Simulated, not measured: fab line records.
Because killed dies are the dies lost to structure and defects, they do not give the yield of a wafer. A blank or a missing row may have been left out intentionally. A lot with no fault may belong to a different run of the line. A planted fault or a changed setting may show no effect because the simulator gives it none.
2 desks, one fault    flow berkeley cmos170    only its own numbers are on each desk; what lay behind them is given at the end

DESK OF THE TOOL OWNER: krf scanner-02
The tool's own readings at UCB170_ZERO_EXPOSE_03 (exposes mask PM MARKS, target cd 4000 nm): means of the sampled wafers that have a number, for each lot that ran on this tool. If a lot's mean is further than 4 standard deviations from the usual mean, the lot is out of limits and carries the mark OUT (the distance appears in the brackets).
Columns: A = exposure dose mJ cm2 at UCB170_ZERO_EXPOSE_03, usual 30.00; B = stage vel mm s at UCB170_ZERO_EXPOSE_03, usual 500.03 mm/s
lot   first seen here  A                        B
L512  day 1 17:40      30.04                    500.10
L513  day 2 01:52      29.96                    500.43
L514  day 2 06:16      30.01                    499.84
L515  day 2 07:38      29.99                    500.13
L522  day 3 20:13      26.01 (-99 or more) OUT  500.32
L523  day 4 03:13      26.07 (-99 or more) OUT  500.16
L525  day 4 13:37      26.03 (-99 or more) OUT  500.15
L526  day 4 16:26      26.07 (-99 or more) OUT  500.29
This desk's verdict: out of limits on L522, L523, L525, L526, starting with L522 at day 3 20:13 (exposure dose mJ cm2 at UCB170_ZERO_EXPOSE_03). L512, L513, L514, L515: within limits.

AT THE METROLOGY DESK
Lot by lot, what the gauges showed, no matter which tool ran the lot: averages of those sampled wafers that carry a number. If a lot's mean is further than 4 standard deviations from the usual mean, the lot is out of limits and carries the mark OUT (the distance appears in the brackets).
Columns: A = cd nm at UCB170_PSD_CD_MEAS_06, usual 1200.0 nm
lot   first seen here  A
L512  day 6 07:56      1201.2
L514  day 6 15:58      1201.4
L513  day 6 17:22      1199.5
L516  day 6 22:19      1200.3
L517  day 6 22:28      1199.6
L515  day 6 22:36      1202.3
L522  day 8 23:17      1199.2
L523  day 8 23:32      1198.3
L525  day 9 16:28      1199.0
L526  day 9 16:35      1201.8
L530  day 10 12:51     1201.6
L528  day 10 13:04     1198.9
L532  day 11 06:43     1201.3
L533  day 11 06:50     1198.6
L531  day 11 06:58     1198.0
L535  day 12 12:08     1200.5
This desk's verdict: no lot among the 16 shows anything out of limits.

TAKEN TOGETHER
On L522, L523, L525, L526, at day 3 20:13, an alarm was possible from the tool owner's desk.
The metrology desk saw nothing out of limits.
The metrology desk has L522, L523, L525, L526 on record, within its limits.
Every lot named ran UCB170_ZERO_EXPOSE_03 on krf scanner-02.

WHAT WAS PUT IN BY THE SIMULATOR
Drift in process parameters on krf scanner-02 at UCB170_ZERO_EXPOSE_03, starting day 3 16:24. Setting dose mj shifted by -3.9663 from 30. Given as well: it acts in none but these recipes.
Lots struck among those shown: L522, L523, L525, L526.
Hours from the fault's start to each desk's first reading out of limits: the tool owner's desk, 4.
